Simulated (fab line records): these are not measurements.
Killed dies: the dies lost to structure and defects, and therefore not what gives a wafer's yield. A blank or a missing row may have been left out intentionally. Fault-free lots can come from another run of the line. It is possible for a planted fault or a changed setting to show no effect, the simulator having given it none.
Struck lot and sound lot, side by side + flow berkeley-cmos170 + 43 steps out of a route of 331
Sound: wafers L247.2, L247.3, L247.5. The struck wafers were L265.1, L265.2, L265.5. The cause is given at the end.
For every step that has rows: the tool of each side, followed by ch and its chambers, followed by its first start. Under that, the readings that differ: sound wafers + struck wafers + difference of the means + sigmas: that difference in standard deviations of wafers without a fault.
alike: readings whose means differ by less than 2 such deviations, and words and numbers that are the same on both sides. not compared: withheld readings, readings that some wafer has no value for, bounds like >300 that may hide the same value, and numbers for which the record gives no deviation and whose values overlap.
A row with sigmas, a row that says differs or no value, or rows on one side alone: a step with any of these is where the two part. Non-overlapping numbers with no deviation appear without sigmas and do not part them. A reading that every wafer of one side lacks parts them only if that side has two wafers or more.

UCB170_NWELL_ETCH_13: etches Si3N4 in CH3F/Ar/O2, stops on SiO2, target depth 246.4 nm, time 154 s.
  sound on rie-diel-01 ch 1,2,3, day 3 07:46; struck on rie-diel-04 ch 0,1, day 6 22:24
  alike: drypump-motor-current-A, oes-product-au, throttle-valve-pct
  not compared: rf-hours-counter-h
next, for these wafers, 1 step has no rows: UCB170_NWELL_IMPLANT_14.
UCB170_NWELL_STRIP_15: strips in O2.
  sound on plasma-asher-04 ch 0,1, day 3 08:01; struck on plasma-asher-04 ch 0,1, day 6 22:39
  alike: drypump-motor-current-A, oes-product-au, strip-time-to-endpoint-s
  not compared: rf-hours-counter-h
UCB170_NWELL_TW_MEAS_16:
  sound on film-metro-04 at day 3 08:08; struck on film-metro-02 at day 6 22:45
| reading  | sound          | struck         | difference | sigmas |
|----------|----------------|----------------|------------|--------|
| NWELL_TW | 1258 1265 1262 | 1232 1238 1240 | -25        | -3     |
then, 6 steps without rows for these wafers: UCB170_NWELL_CLEAN_17 (cleans in SPM, time 600 s); UCB170_NWELL_WET_ETCH_18 (etches Si3N4 in H3PO4, time 14400 s); UCB170_NWELL_WET_ETCH_19 (etches SiO2 in BOE, time 22 s); UCB170_PWELL_CLEAN_00 (cleans in SPM, time 600 s); UCB170_PWELL_CLEAN_01 (cleans in dHF, time 60 s); UCB170_PWELL_OXIDATION_02 (target thk 26.4 nm, ox time 1260 s).
UCB170_PWELL_THK_MEAS_03:
  sound on film-metro-02 at day 3 23:40; struck on film-metro-03 at day 7 09:22
| reading              | sound          | struck         | difference | sigmas |
|----------------------|----------------|----------------|------------|--------|
| PWELL_OXIDE_THK (nm) | 25.4 25.8 25.9 | 27.0 26.9 27.0 | +1.3       | +3     |
then, 1 step without rows for these wafers: UCB170_PWELL_ANNEAL_04 (time 900 s).
UCB170_PWELL_CVD_05: deposits Si3N4 from SiH2Cl2/NH3, target thk 220 nm, time 3300 s.
  sound on lpcvd-01 ch 0, day 4 09:25; struck on lpcvd-01 ch 0, day 7 13:52
  alike: nh3-flow-sccm
UCB170_PWELL_THK_MEAS_06:
  sound on film-metro-03 at day 4 11:20; struck on film-metro-03 at day 7 15:47
  alike: PWELL_NITRIDE_THK
then, 6 steps without rows for these wafers: UCB170_PWELL_HMDS_07 (prime time 60 s); UCB170_PWELL_COAT_08 (resist thk 900 nm); UCB170_PWELL_SOFTBAKE_09 (time 60 s); UCB170_PWELL_EXPOSE_10 (exposes mask PWELL, target cd 3000 nm); UCB170_PWELL_PEB_11; UCB170_PWELL_DEVELOP_12 (develop time 45 s).
UCB170_PWELL_OVL_MEAS_13:
  sound on overlay-02 at day 4 12:52; struck on overlay-01 at day 7 17:11
  alike: PWELL_OVL
UCB170_PWELL_ETCH_14: etches Si3N4 in CH3F/Ar/O2, stops on SiO2, target depth 242 nm, time 151 s.
  sound on rie-diel-03 ch 1,3, day 4 12:53; struck on rie-diel-02 ch 1,3, day 7 17:13
  alike: drypump-motor-current-A, oes-product-au, throttle-valve-pct
  not compared: rf-hours-counter-h
next, for these wafers, 1 step has no rows: UCB170_PWELL_IMPLANT_15.
UCB170_PWELL_STRIP_16: strips in O2.
  sound on plasma-asher-04 ch 0,1, day 4 13:08; struck on plasma-asher-01 ch 0,1, day 7 17:28
  alike: drypump-motor-current-A, oes-product-au, strip-time-to-endpoint-s
  not compared: rf-hours-counter-h
UCB170_PWELL_TW_MEAS_17:
  sound on film-metro-01 at day 4 13:15; struck on film-metro-01 at day 7 17:34
  alike: PWELL_TW
then, 5 steps without rows for these wafers: UCB170_PWELL_CLEAN_18 (cleans in SPM, time 600 s); UCB170_PWELL_WET_ETCH_19 (etches Si3N4 in H3PO4, time 14400 s); UCB170_PWELL_WET_ETCH_20 (etches SiO2 in BOE, time 22 s); UCB170_WELLDRIVE_CLEAN_00 (cleans in SPM, time 600 s); UCB170_WELLDRIVE_OXIDATION_01 (target thk 199 nm, ox time 9000 s).
UCB170_WELLDRIVE_THK_MEAS_02:
  sound on film-metro-03 at day 5 03:50; struck on film-metro-03 at day 8 07:10
  alike: WELLDRIVE_OXIDE_THK
then, 5 steps without rows for these wafers: UCB170_WELLDRIVE_ANNEAL_03 (time 900 s); UCB170_WELLDRIVE_WET_ETCH_04 (etches SiO2 in BOE, time 120 s); UCB170_ACTIVE_CLEAN_00 (cleans in SPM, time 600 s); UCB170_ACTIVE_CLEAN_01 (cleans in dHF, time 60 s); UCB170_ACTIVE_OXIDATION_02 (target thk 26.4 nm, ox time 1260 s).
UCB170_ACTIVE_THK_MEAS_03:
  sound on film-metro-04 at day 5 15:49; struck on film-metro-02 at day 8 19:24
  alike: ACTIVE_OXIDE_THK
then, 2 steps without rows for these wafers: UCB170_ACTIVE_ANNEAL_04 (time 900 s); UCB170_ACTIVE_CVD_05 (deposits Si3N4 from SiH2Cl2/NH3, target thk 220 nm, time 3300 s).
UCB170_ACTIVE_THK_MEAS_06:
  sound on film-metro-04 at day 5 22:56; struck on film-metro-01 at day 9 05:55
  alike: ACTIVE_NITRIDE_THK
then, 2 steps without rows for these wafers: UCB170_ACTIVE_HMDS_07 (prime time 60 s); UCB170_ACTIVE_COAT_08 (resist thk 900 nm).
-- the record jumps here: 4 days lie between the struck wafers' starts before and after (it left off in module ACTIVE and takes up again in module M3, whose first step shown is number 331 of the route) --
UCB170_M3_PROBE_99:
  the record has rows for the struck wafers here (prober-01, day 13 12:54) and none for the sound ones

## WHERE THEY PART
Last at UCB170_M3_PROBE_99 as far as this record goes, first at UCB170_NWELL_TW_MEAS_16.

WHY: what had been put in by the simulator
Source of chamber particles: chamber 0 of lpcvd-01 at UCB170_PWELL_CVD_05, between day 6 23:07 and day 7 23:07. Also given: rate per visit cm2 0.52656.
